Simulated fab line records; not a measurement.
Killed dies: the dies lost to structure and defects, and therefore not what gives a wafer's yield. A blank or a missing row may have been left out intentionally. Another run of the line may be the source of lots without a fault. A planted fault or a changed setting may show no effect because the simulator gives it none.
A lot that was struck, set against a sound lot	flow berkeleyCmos170	14 steps out of a route of 331
Sound: the wafers L590.3, L590.4, L590.5. Struck: wafers L597.2, L597.5. (L597.6 of the same lot was not struck and is left out.) The cause comes at the end.
Each step with rows lists, per side, the tool, then ch with its chambers, then its first start. Under that, the readings that differ: sound wafers	struck wafers	difference of the means	sigmas: that difference in standard deviations of wafers without a fault.
alike: same words and numbers on both sides, and readings whose means sit less than 2 such deviations apart. not compared: any withheld reading, any reading some wafer has no value for, any bound like >300 that may hide the same value, and any number with overlapping values for which the record gives no deviation.
The two part at a step that has a row with sigmas, a row that says differs or no value, or rows on one side only. Numbers that have no deviation but don't overlap get no sigmas and don't part them. A reading missing from all wafers of one side parts the sides only when that side holds two or more wafers.

first, 1 step without rows for these wafers: UCB170_CONTACT_SOFTBAKE_05 (time 60 s).
UCB170_CONTACT_STRIP_06: strips in O2.
  sound on plasmaAsher-04 ch 0,1, day 9 13:40; struck on plasmaAsher-04 ch 0,1, day 10 13:59
  alike: drypumpMotorCurrentA, oesProductAu, stripTimeToEndpointS
  not compared: rfHoursCounterH
then, 1 step without rows for these wafers: UCB170_CONTACT_CLEAN_07 (cleans in SPM, time 600 s).
UCB170_CONTACT_RTA_08: time 10 s.
  sound on rtpAnneal-01 ch 0, day 9 13:56; struck on rtpAnneal-01 ch 0, day 10 14:17
  alike: lampPowerPct, wafer_temp_C_max
then, 6 steps without rows for these wafers: UCB170_CONTACT_COAT_09; UCB170_CONTACT_COAT_10 (resist thk 900 nm); UCB170_CONTACT_SOFTBAKE_11 (time 60 s); UCB170_CONTACT_EXPOSE_12 (exposes mask CONT, target cd 700 nm); UCB170_CONTACT_PEB_13; UCB170_CONTACT_DEVELOP_14 (develop time 45 s).
UCB170_CONTACT_CD_MEAS_15: the cd target is 700 nm.
  sound on cdSem-01 at day 9 15:31; struck on cdSem-01 at day 10 15:23
reading	sound	struck	difference	sigmas
cdNm (nm)	698.1 697.9 697.5	701.6 700.1	+3.0	+3
UCB170_CONTACT_OVL_MEAS_16:
  sound on overlay-02 at day 9 15:36; struck on overlay-01 at day 10 15:29
  alike: CONTACT_OVL
UCB170_CONTACT_ETCH_17: etches BARC in N2/H2.
  sound on rieDiel-01 ch 1,2, day 9 15:37; struck on rieDiel-04 ch 0, day 10 15:31
reading	sound	struck	difference	sigmas
rfFwdPowerW (W)	493.7 496.5 495.2	417.1 416.6	-78.3	-39
  alike: drypumpMotorCurrentA, oesProductAu, throttleValvePct
UCB170_CONTACT_ETCH_18: etches PSG in CHF3/CF4/Ar, stops on TiSi2, target depth 840 nm, time 195 s.
  sound: rieDiel-01 ch 1,2; struck: rieDiel-04 ch 0
  alike: drypumpMotorCurrentA, oesProductAu, rfFwdPowerW, throttleValvePct
  not compared: rfHoursCounterH

WHERE THEY PART
At UCB170_CONTACT_CD_MEAS_15 first; at UCB170_CONTACT_ETCH_17 last (within this record only). Later steps at which nothing parts them and some readings are alike: UCB170_CONTACT_ETCH_18.

WHY: the cause the simulator had injected
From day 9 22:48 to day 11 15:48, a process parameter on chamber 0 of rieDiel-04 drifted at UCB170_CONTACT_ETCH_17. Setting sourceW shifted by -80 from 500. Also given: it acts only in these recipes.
